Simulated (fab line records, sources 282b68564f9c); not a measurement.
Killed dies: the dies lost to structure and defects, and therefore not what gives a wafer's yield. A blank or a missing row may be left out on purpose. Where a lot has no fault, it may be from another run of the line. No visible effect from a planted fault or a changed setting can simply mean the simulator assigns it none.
fab line records	flow rit-cmos
record lots=6	wafers=18	last-day=7
route steps=202 shown ACTIVE@1 FOX1@20 FOX2@23 NWELL@28 M1@202
lots that met no fault: taken from a fault-free run of the same line
start-h: hours from the record's opening day to when the first of the lot's shown wafers began	wait-h: hours elapsed since this lot's preceding step	" unchanged from the row above	L1.1+2: several wafers, shown together as one row	- no value, or no start given	* or withheld: withheld	< > ~ a bound
route shown NAME@n: a module of which the file shows steps, and the number in the route of the first	usual: mean/standard deviation taken from wafers without a fault	same: alike in all rows	chamber/n: place in a boat	sites: the reading at each site	_std_site: standard deviation of those values	_edge_site: mean of outer sites minus mean of inner sites	radius-mm: for every site, how far away it sits from the centre of the wafer	mask NAME#n: copy n	behind: tool/chamber where the wafer was last shaped	hold: cause of the lot's hold/its duration in hours/its outcome	device: whichever transistor did not switch (one of n, p or np)	end of line: the route-end tests of the same wafers	a step given without rows: its recipe and nothing more	killed: not the wafer's yield, but the dies lost to structure and defects at the first sort	map: shows each die of a wafer: x if killed, . if not, _ if none is there
set.NAME: the setting as run; set.NAME@STEP: as run at that earlier step	model.NAME: the simulator's own value behind a step, which no gauge read
lots seen at some steps along the route; tables by step, rows by wafer
services: from which hour (start-h, from the record's first day; less than 0 if before it) a tool's chamber was out of use, for how many hours, and why
## steps
# step RIT_ACTIVE_BOW_MEAS_00
# recipe mode=bow
# usual INCOMING_BOW=0/5.9
lot.wafer	tool	chamber	start-h	wait-h	INCOMING_BOW[um]
L567.1	film-metro-03	-	10.00	-	-9
L567.5	"	-	"	"	5
L567.6	"	-	"	"	-2
L570.4	film-metro-03	-	25.06	-	3
L570.5	"	-	"	"	1
L570.6	"	-	"	"	-8
L574.4	film-metro-01	-	45.06	-	-3
L574.5	"	-	"	"	-2
L574.6	"	-	"	"	-3
L577.2	film-metro-03	-	60.02	-	1
L577.4	"	-	"	"	-3
L577.6	"	-	"	"	0
L584.2	film-metro-03	-	95.02	-	0
L584.4	"	-	"	"	-4
L584.6	"	-	"	"	-8
L590.2	film-metro-03	-	125.02	-	1
L590.5	"	-	"	"	5
L590.6	"	-	"	"	-6
# step RIT_ACTIVE_OXIDATION_01
# recipe temp-c=1000	ambient=O2	target-thk-a=468	ox-time-s=3209
# usual spike-tc-centre-C=1002.7/0.97	tube_center_temp_C_max=1002.6/0.44	zone-power-load-pct=30/3.2	zone-power-source-pct=33.7/1.1
lot.wafer	tool	chamber	start-h	wait-h	spike-tc-centre-C	tube_center_temp_C_max	zone-power-load-pct	zone-power-source-pct
L567.1	furnace-04	0	10.12	0.1	1003.5	1002.9	32	33.7
L567.5	"	0	"	"	1001.6	1002.6	32	33.0
L567.6	"	0	"	"	1001.8	1003.0	32	33.6
L570.4	furnace-02	0	25.12	0.0	1003.4	1002.2	33	35.3
L570.5	"	0	"	"	1002.3	1002.0	33	35.0
L570.6	"	0	"	"	1002.8	1002.7	33	35.5
L574.4	furnace-01	0	45.44	0.4	1001.3	1002.4	26	32.4
L574.5	"	0	"	"	1003.5	1003.3	26	32.5
L574.6	"	0	"	"	1002.0	1002.3	26	32.7
L577.2	furnace-01	0	60.12	0.1	1002.8	1003.1	26	32.3
L577.4	"	0	"	"	1002.9	1002.5	25	32.5
L577.6	"	0	"	"	1001.8	1002.4	26	33.2
L584.2	furnace-02	0	95.12	0.1	1002.3	1002.3	33	34.7
L584.4	"	0	"	"	1002.6	1002.7	33	35.3
L584.6	"	0	"	"	1003.1	1002.8	33	34.9
L590.2	furnace-01	0	125.12	0.1	1003.1	1002.5	25	32.5
L590.5	"	0	"	"	1002.4	1002.0	26	32.7
L590.6	"	0	"	"	1002.6	1002.9	26	32.5
# step RIT_ACTIVE_THK_MEAS_02
# recipe reads=SiO2_of_ACTIVE_OXIDATION_01
# usual ACTIVE_OXIDE_THK=45.4/0.76
lot.wafer	tool	chamber	start-h	wait-h	ACTIVE_OXIDE_THK[nm]
L567.1	film-metro-03	-	12.05	0.0	46.5
L567.5	"	-	"	"	46.4
L567.6	"	-	"	"	46.8
L570.4	film-metro-03	-	27.08	0.0	46.0
L570.5	"	-	"	"	45.5
L570.6	"	-	"	"	45.7
L574.4	film-metro-01	-	47.40	0.0	45.6
L574.5	"	-	"	"	44.6
L574.6	"	-	"	"	45.4
L577.2	film-metro-01	-	62.06	0.0	46.3
L577.4	"	-	"	"	45.9
L577.6	"	-	"	"	46.0
L584.2	film-metro-03	-	97.06	0.0	45.2
L584.4	"	-	"	"	45.6
L584.6	"	-	"	"	45.0
L590.2	film-metro-01	-	127.06	0.0	44.4
L590.5	"	-	"	"	44.5
L590.6	"	-	"	"	44.6
# step RIT_ACTIVE_CVD_03
# recipe material=Si3N4	target-thk-nm=150	temp-c=810	precursor=SiH2Cl2/NH3	time-s=1500	pressure-mtorr=300	sih2cl2-flow-sccm=60	nh3-flow-sccm=150
# step RIT_ACTIVE_THK_MEAS_04
# recipe reads=Si3N4_of_ACTIVE_CVD_03
# usual ACTIVE_NITRIDE_THK=149.5/1.4
lot.wafer	tool	chamber	start-h	wait-h	ACTIVE_NITRIDE_THK[nm]
L567.1	film-metro-01	-	14.24	0.0	150.5
L567.5	"	-	"	"	151.7
L567.6	"	-	"	"	150.1
L570.4	film-metro-02	-	28.56	0.0	150.5
L570.5	"	-	"	"	150.6
L570.6	"	-	"	"	150.7
L574.4	film-metro-03	-	48.88	0.0	149.8
L574.5	"	-	"	"	150.2
L574.6	"	-	"	"	150.1
L577.2	film-metro-01	-	63.54	0.0	151.0
L577.4	"	-	"	"	150.8
L577.6	"	-	"	"	150.4
L584.2	film-metro-02	-	98.54	0.0	150.2
L584.4	"	-	"	"	149.5
L584.6	"	-	"	"	150.6
L590.2	film-metro-02	-	129.74	0.0	152.3
L590.5	"	-	"	"	151.1
L590.6	"	-	"	"	150.4
# step RIT_ACTIVE_HMDS_05
# recipe prime-time-s=60	prime-temp-c=140
# step RIT_ACTIVE_COAT_06
# recipe resist=NOVOLAK	spin-rpm=3250	resist-thk-nm=1000
# step RIT_ACTIVE_SOFTBAKE_07
# recipe resist=NOVOLAK	temp-c=90.56	time-s=60
# step RIT_ACTIVE_EXPOSE_08
# recipe mask-id=M1	na=0.6	source-shape=conventional	sigma-outer=0.6	target-cd-nm=1400	dose-mj=225
# step RIT_ACTIVE_PEB_09
# recipe resist=NOVOLAK	temp-c=withheld	time-s=withheld
# step RIT_ACTIVE_DEVELOP_10
# recipe resist=NOVOLAK	develop-time-s=50	dev-temp-c=23
# step RIT_ACTIVE_CD_MEAS_11
# recipe target-cd-nm=1400
# usual cd-nm=1400.1/1.7
lot.wafer	tool	chamber	start-h	wait-h	cd-nm
L567.1	cd-sem-01	-	15.15	-	1399.3
L567.5	"	-	"	"	1398.7
L567.6	"	-	"	"	1397.3
L570.4	cd-sem-02	-	29.62	-	1399.0
L570.5	"	-	"	"	1400.9
L570.6	"	-	"	"	1399.7
L574.4	cd-sem-02	-	49.83	-	1399.2
L574.5	"	-	"	"	1401.3
L574.6	"	-	"	"	1400.8
L577.2	cd-sem-01	-	64.46	-	1399.0
L577.4	"	-	"	"	1399.4
L577.6	"	-	"	"	1401.6
L584.2	cd-sem-02	-	99.46	-	1399.5
L584.4	"	-	"	"	1401.7
L584.6	"	-	"	"	1401.4
L590.2	cd-sem-02	-	130.80	-	1400.2
L590.5	"	-	"	"	1401.1
L590.6	"	-	"	"	1400.0
# step RIT_ACTIVE_HARDBAKE_12
# recipe resist=NOVOLAK	temp-c=140	time-s=60
# step RIT_ACTIVE_ETCH_13
# recipe stop-on=SiO2	chemistry=SF6	target=Si3N4	time-s=210	over-etch-frac=0.4	SF6_flow_sccm=200	pressure-mtorr=260	rf-w=125	target-depth-a=2100
# usual drypump-motor-current-A=5.8/0.38	oes-product-au=0.818/0.014	rf-fwd-power-W=124.5/0.39	throttle-valve-pct=7.51/0.13
lot.wafer	tool	chamber	start-h	wait-h	drypump-motor-current-A	oes-product-au	rf-fwd-power-W	rf-hours-counter-h	throttle-valve-pct
L567.1	rie-diel-01	1	15.42	0.1	5.6	0.838	124.9	152	7.38
L567.5	"	1	"	"	5.6	0.835	125.1	-	7.38
L567.6	"	0	"	"	6.8	0.801	123.7	-	7.51
L570.4	rie-diel-01	1	30.06	0.1	5.6	0.836	124.6	152	7.37
L570.5	"	3	"	"	5.6	0.832	124.5	-	7.48
L570.6	"	0	"	"	6.8	0.815	123.7	-	7.51
L574.4	rie-diel-04	2	50.04	0.1	6.0	0.832	124.0	131	7.61
L574.5	"	3	"	"	5.6	0.827	124.4	-	7.34
L574.6	"	0	"	"	5.0	0.829	125.0	-	7.46
L577.2	rie-diel-04	3	64.71	0.1	5.6	0.829	125.1	8	7.35
L577.4	"	1	"	"	6.1	0.833	124.3	112	7.63
L577.6	"	1	"	"	6.1	0.850	125.1	-	7.62
L584.2	rie-diel-04	2	99.71	0.1	6.1	0.834	123.9	132	7.60
L584.4	"	3	"	"	5.6	0.831	124.5	-	7.34
L584.6	"	2	"	"	6.0	0.827	124.3	-	7.61
L590.2	rie-diel-02	2	131.20	0.1	5.7	0.813	124.6	6	7.40
L590.5	"	1	"	"	5.4	0.824	124.2	-	7.37
L590.6	"	0	"	"	6.0	0.818	125.2	-	7.70
# step RIT_ACTIVE_STRIP_14
# recipe chemistry=O2	time-s=180	resist=NOVOLAK	platen-temp-c=withheld	power-w=500	pressure-mtorr=4000	o2-flow-sccm=4000
# usual drypump-motor-current-A=5.93/0.24
lot.wafer	tool	chamber	start-h	wait-h	drypump-motor-current-A	rf-hours-counter-h
L567.1	plasma-asher-01	1	15.55	0.1	5.71	37
L567.5	"	1	"	"	5.69	-
L567.6	"	0	"	"	6.31	-
L570.4	plasma-asher-01	1	30.25	0.1	5.70	-
L570.5	"	1	"	"	5.73	-
L570.6	"	0	"	"	6.30	-
L574.4	plasma-asher-02	1	50.27	0.2	5.83	-
L574.5	"	1	"	"	5.82	-
L574.6	"	0	"	"	5.84	-
L577.2	plasma-asher-01	0	64.84	0.1	6.33	43
L577.4	"	1	"	"	5.72	-
L577.6	"	0	"	"	6.34	-
L584.2	plasma-asher-01	1	99.91	0.1	5.71	46
L584.4	"	0	"	"	6.29	-
L584.6	"	0	"	"	6.28	-
L590.2	plasma-asher-02	1	131.33	0.1	5.83	49
L590.5	"	1	"	"	5.84	-
L590.6	"	0	"	"	5.87	-
# step RIT_ACTIVE_CD_MEAS_90
# recipe target-cd-nm=1400
# usual cd-nm=1400.0/1.7
lot.wafer	tool	chamber	start-h	wait-h	cd-nm
L567.1	cd-sem-02	-	15.73	0.1	1398.8
L567.5	"	-	"	"	1398.1
L567.6	"	-	"	"	1397.7
L570.4	cd-sem-01	-	30.43	0.1	1399.1
L570.5	"	-	"	"	1400.3
L570.6	"	-	"	"	1399.7
L574.4	cd-sem-01	-	50.45	0.1	1399.6
L574.5	"	-	"	"	1401.1
L574.6	"	-	"	"	1400.8
L577.2	cd-sem-01	-	65.04	0.1	1399.2
L577.4	"	-	"	"	1399.0
L577.6	"	-	"	"	1400.9
L584.2	cd-sem-01	-	100.10	0.1	1400.1
L584.4	"	-	"	"	1401.7
L584.6	"	-	"	"	1401.7
L590.2	cd-sem-02	-	131.53	0.1	1400.5
L590.5	"	-	"	"	1401.2
L590.6	"	-	"	"	1399.4
# step RIT_ACTIVE_CLEAN_15
# recipe chemistry=SC1	mix=3:3:50	time-s=600	temp-c=75
# step RIT_ACTIVE_CLEAN_16
# recipe chemistry=dHF	dilution=50:1	time-s=30
# step RIT_ACTIVE_CLEAN_17
# recipe chemistry=SC2	mix=3:3:50	time-s=600	temp-c=75	dry=n2-spin
# step RIT_FOX1_OXIDATION_00
# recipe temp-c=1100	ambient=H2O	target-thk-a=3507	p-h2o-torr=720	ox-time-s=1130
# step RIT_FOX1_THK_MEAS_01
# recipe reads=SiO2_of_FOX1_OXIDATION_00
# usual FOX1_OXIDE_THK=353/7.4
lot.wafer	tool	chamber	start-h	wait-h	FOX1_OXIDE_THK[nm]
L567.1	film-metro-02	-	17.54	0.0	341
L567.5	"	-	"	"	345
L567.6	"	-	"	"	339
L570.4	film-metro-04	-	32.21	0.0	361
L570.5	"	-	"	"	365
L570.6	"	-	"	"	363
L574.4	film-metro-04	-	52.22	0.0	350
L574.5	"	-	"	"	347
L574.6	"	-	"	"	355
L577.2	film-metro-03	-	66.83	0.0	352
L577.4	"	-	"	"	349
L577.6	"	-	"	"	346
L584.2	film-metro-04	-	103.57	0.0	364
L584.4	"	-	"	"	360
L584.6	"	-	"	"	358
L590.2	film-metro-04	-	133.38	0.0	347
L590.5	"	-	"	"	345
L590.6	"	-	"	"	343
# step RIT_FOX1_WET_ETCH_02
# recipe chemistry=BOE	target-depth-nm=350	time-s=390	temp-c=21.5	dry=n2-spin	dilution=10:1	target=SiO2
# step RIT_FOX2_OXIDATION_00
# recipe temp-c=1100	ambient=H2O	target-thk-a=3507	p-h2o-torr=720	ox-time-s=1130
# step RIT_FOX2_THK_MEAS_01
# recipe reads=SiO2_of_FOX2_OXIDATION_00
# usual FOX2_OXIDE_THK=354/5.6
lot.wafer	tool	chamber	start-h	wait-h	FOX2_OXIDE_THK[nm]
L567.1	film-metro-02	-	19.04	0.0	362
L567.5	"	-	"	"	357
L567.6	"	-	"	"	357
L570.4	film-metro-01	-	33.70	0.0	366
L570.5	"	-	"	"	362
L570.6	"	-	"	"	360
L574.4	film-metro-04	-	53.71	0.0	360
L574.5	"	-	"	"	363
L574.6	"	-	"	"	360
L577.2	film-metro-02	-	68.32	0.0	363
L577.4	"	-	"	"	360
L577.6	"	-	"	"	365
L584.2	film-metro-02	-	106.39	0.0	349
L584.4	"	-	"	"	339
L584.6	"	-	"	"	348
L590.2	film-metro-02	-	136.33	0.0	343
L590.5	"	-	"	"	351
L590.6	"	-	"	"	346
# step RIT_FOX2_CLEAN_02
# recipe chemistry=dHF	dilution=50:1	time-s=180
# step RIT_FOX2_WET_ETCH_03
# recipe chemistry=H3PO4	target=Si3N4	target-depth-nm=195	temp-c=165	time-s=2700
# step RIT_FOX2_THK_MEAS_90
# recipe reads=SiO2_of_FOX2_OXIDATION_00
# usual FIELD_OXIDE_LEFT_1_THK=326/5.6
lot.wafer	tool	chamber	start-h	wait-h	FIELD_OXIDE_LEFT_1_THK[nm]
L567.1	film-metro-02	-	19.93	0.0	334
L567.5	"	-	"	"	329
L567.6	"	-	"	"	329
L570.4	film-metro-04	-	34.58	0.0	339
L570.5	"	-	"	"	335
L570.6	"	-	"	"	332
L574.4	film-metro-04	-	54.59	0.0	332
L574.5	"	-	"	"	336
L574.6	"	-	"	"	333
L577.2	film-metro-01	-	69.20	0.0	335
L577.4	"	-	"	"	333
L577.6	"	-	"	"	338
L584.2	film-metro-02	-	107.27	0.0	320
L584.4	"	-	"	"	311
L584.6	"	-	"	"	320
L590.2	film-metro-04	-	137.20	0.0	316
L590.5	"	-	"	"	324
L590.6	"	-	"	"	319
# step RIT_NWELL_HMDS_00
# recipe prime-time-s=61.01	prime-temp-c=140
# step RIT_NWELL_COAT_01
# recipe resist=NOVOLAK	spin-rpm=2000	resist-thk-nm=1300
# step RIT_NWELL_SOFTBAKE_02
# recipe resist=NOVOLAK	temp-c=90	time-s=60
# step RIT_NWELL_EXPOSE_03
# recipe mask-id=M2	na=0.57	target-cd-nm=43900	dose-mj=250
# step RIT_M1_PROBE_99
# usual killed-at-contacts=0.1/0.31	killed-at-front-end=7/3.3	killed-dies=7/3.3	killed-on-rim=1.9/1.5	killed-open=3.4/2.2	killed-short=3.5/2
# same gross-dies=264	killed_at_M0_to_M3=0	killed_at_M4_up=0	killed-at-back-side=0	killed-at-other=0
lot.wafer	tool	chamber	start-h	wait-h	killed-at-contacts	killed-at-front-end	killed-dies	killed-on-rim	killed-open	killed-short
L567.1	prober-02	-	56.96	0.1	0	9	9	3	4	5
L567.5	prober-02	-	57.16	0.2	0	7	7	2	4	3
L567.6	prober-02	-	57.21	0.2	0	7	7	3	4	3
L570.4	prober-01	-	73.57	0.2	0	2	2	1	2	0
L570.5	prober-01	-	73.62	0.2	0	7	7	2	6	1
L570.6	prober-01	-	73.67	0.2	0	6	6	3	1	5
L574.4	prober-02	-	92.51	0.2	0	65	65	16	6	3
L574.5	prober-02	-	92.56	0.2	0	82	82	21	6	6
L574.6	prober-02	-	92.61	0.2	0	79	79	20	3	3
L577.2	prober-01	-	110.04	0.1	0	59	59	19	3	0
L577.4	prober-01	-	110.14	0.2	0	74	74	18	7	7
L577.6	prober-01	-	110.24	0.2	0	59	59	15	3	5
L584.2	prober-02	-	148.39	0.1	0	6	6	1	3	3
L584.4	prober-02	-	148.49	0.2	0	5	5	1	0	5
L584.6	prober-02	-	148.59	0.2	0	8	8	2	4	4
L590.2	prober-02	-	175.68	0.1	1	6	7	2	4	3
L590.5	prober-02	-	175.83	0.2	0	7	7	3	4	3
L590.6	prober-02	-	175.88	0.2	0	10	10	6	6	4
# killed by level:class
L567.1 GATE:geometric-particle:open=3 GATE:geometric-particle:short=2 REOX:geometric-particle:short=2 FOX2:geometric-particle:short=1 REOX:geometric-particle:open=1
L567.5 GATE:geometric-particle:short=2 REOX:geometric-particle:open=2 FOX2:geometric-particle:open=1 SPACER:geometric-particle:short=1 SILICIDE:geometric-particle:open=1
L567.6 REOX:geometric-particle:open=3 GATE:geometric-particle:open=1 REOX:geometric-particle:short=1 SPACER:geometric-particle:short=1 SILICIDE:geometric-particle:short=1
L570.4 FOX1:geometric-particle:open=1 GATE:geometric-particle:open=1
L570.5 GATE:geometric-particle:open=3 FOX1:geometric-particle:open=2 FOX2:geometric-particle:short=1 SPACER:geometric-particle:open=1
L570.6 GATE:geometric-particle:short=3 SPACER:geometric-particle:short=2 SPACER:geometric-particle:open=1
L574.4 ACTIVE:unspecified=56 FOX1:geometric-particle:open=2 FOX1:geometric-particle:short=2 GATE:geometric-particle:open=2 SILICIDE:geometric-particle:open=2 SILICIDE:geometric-particle:short=1
L574.5 ACTIVE:unspecified=70 FOX1:geometric-particle:short=3 GATE:geometric-particle:open=3 GATE:geometric-particle:short=2 SILICIDE:geometric-particle:open=2 FOX1:geometric-particle:open=1 REOX:geometric-particle:short=1
L574.6 ACTIVE:unspecified=73 SILICIDE:geometric-particle:open=2 GATE:geometric-particle:short=1 REOX:geometric-particle:short=1 SPACER:geometric-particle:open=1 SILICIDE:geometric-particle:short=1
L577.2 ACTIVE:unspecified=56 FOX1:geometric-particle:open=1 FOX2:geometric-particle:open=1 GATE:geometric-particle:open=1
L577.4 ACTIVE:unspecified=60 SILICIDE:geometric-particle:open=3 SILICIDE:geometric-particle:short=3 GATE:geometric-particle:open=2 SPACER:geometric-particle:short=2 FOX1:geometric-particle:short=1 FOX2:geometric-particle:open=1 GATE:geometric-particle:short=1
L577.6 ACTIVE:unspecified=51 SILICIDE:geometric-particle:short=3 FOX1:geometric-particle:short=2 GATE:geometric-particle:open=2 SPACER:geometric-particle:open=1
L584.2 GATE:geometric-particle:short=2 FOX1:geometric-particle:open=1 GATE:geometric-particle:open=1 REOX:geometric-particle:short=1 SILICIDE:geometric-particle:open=1
L584.4 FOX1:geometric-particle:short=2 GATE:geometric-particle:short=2 REOX:geometric-particle:short=1
L584.6 REOX:geometric-particle:short=3 GATE:geometric-particle:open=2 GATE:geometric-particle:short=1 REOX:geometric-particle:open=1 SILICIDE:geometric-particle:open=1
L590.2 REOX:geometric-particle:open=1 GATE:geometric-particle:short=1 REOX:geometric-particle:short=1 SPACER:geometric-particle:open=1 SILICIDE:geometric-particle:open=1 SILICIDE:geometric-particle:short=1 CONTACT:geometric-particle:open=1
L590.5 GATE:geometric-particle:short=2 REOX:geometric-particle:open=2 FOX1:geometric-particle:open=1 GATE:geometric-particle:open=1 SILICIDE:geometric-particle:short=1
L590.6 GATE:geometric-particle:open=2 SILICIDE:geometric-particle:short=2 SILICIDE:geometric-particle:open=2 FOX1:geometric-particle:open=1 FOX1:geometric-particle:short=1 GATE:geometric-particle:short=1 REOX:geometric-particle:open=1
# map L574.5 (x killed, . not)
________....x.._______
_____.xx..x.......____
____....x.x.......x___
___..xx..xx...x.....__
__xxx........x..x.x.._
__.x...x...x....x..x._
_xx.xx....xx.x.x..x...
_.......x..x.x.x..xx..
_.x...x..xxx......x...
_.xx..x.x...xx...x...x
__..x....x..x....xx.._
__...x..x.......xx.x._
___..xx.x...x.x....x__
____x...x...xxxx.xx___
_____x..x.....x...____
________..x.x.x_______
# map L577.4 (x killed, . not)
________x.....x_______
_____.xx......x..x____
____.........x..xxx___
___.x...xxx.....xxx.__
__......x....x......._
__........x.xx....xx._
_...x.x..x...x...x....
_x.x..x.x....x....xxx.
_....x..xxxx...x.x....
_.x..x.....xx..xxx...x
__..xx.......x..xxx.._
__....x....xxxxx...x._
___...x...........x.__
____.x.......xx.x..___
_____.x......x....____
________.x....._______
## services
tool	chamber	start-h	hours	kind
rie-diel-01	0	-0.90	16.0	repair
plasma-asher-02	-	14.94	0.9	repair
rie-diel-02	2	21.25	3.2	repair
furnace-04	-	38.93	4.4	pm
plasma-asher-01	-	46.03	5.1	repair
plasma-asher-02	-	51.44	2.8	pm
rie-diel-01	0	53.63	-	clean
rie-diel-01	0	53.63	18.6	scheduled-down
rie-diel-01	0	53.63	18.6	vent-cycle
rie-diel-04	-	59.02	0.9	repair
furnace-02	-	62.69	2.8	pm
rie-diel-02	0	73.39	13.9	repair
rie-diel-01	0	89.70	8.6	repair
rie-diel-04	0	93.81	9.9	repair
rie-diel-04	1	96.48	6.6	repair
furnace-02	-	97.05	5.0	pm
plasma-asher-01	-	105.73	12.0	repair
rie-diel-04	-	107.45	0.5	repair
plasma-asher-01	-	117.71	9.0	pm
plasma-asher-01	0	117.71	9.0	vent-cycle
plasma-asher-01	1	117.71	9.0	vent-cycle
plasma-asher-01	0	126.71	-	clean
plasma-asher-01	1	126.71	-	clean
rie-diel-01	1	130.41	-	clean
## key
first-sign step=RIT_M1_PROBE_99	reading=killed-at-front-end	direction=up	sigmas=19	usual=7	struck=70
effect step=RIT_M1_PROBE_99	reading=killed-dies	direction=up	sigmas=19	usual=7	struck=70
met-at RIT_ACTIVE_OXIDATION_01
struck-wafers L574.4,L574.5,L574.6,L577.2,L577.4,L577.6
tester-left-out L574,L577
fault kind=chamber-particle-source	tool=furnace-01	chamber=-	onset-h=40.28	steps=RIT_ACTIVE_OXIDATION_01	rate-per-visit-cm2=0.50956	end-h=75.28
# tester-left-out: of these lots the tester's yield and bins aren't shown, on N5 and GAA mostly nor the transistor test; their killed dies are dies lost to structure and defects alone, not to doping, threshold or leakage, so they don't give the yield
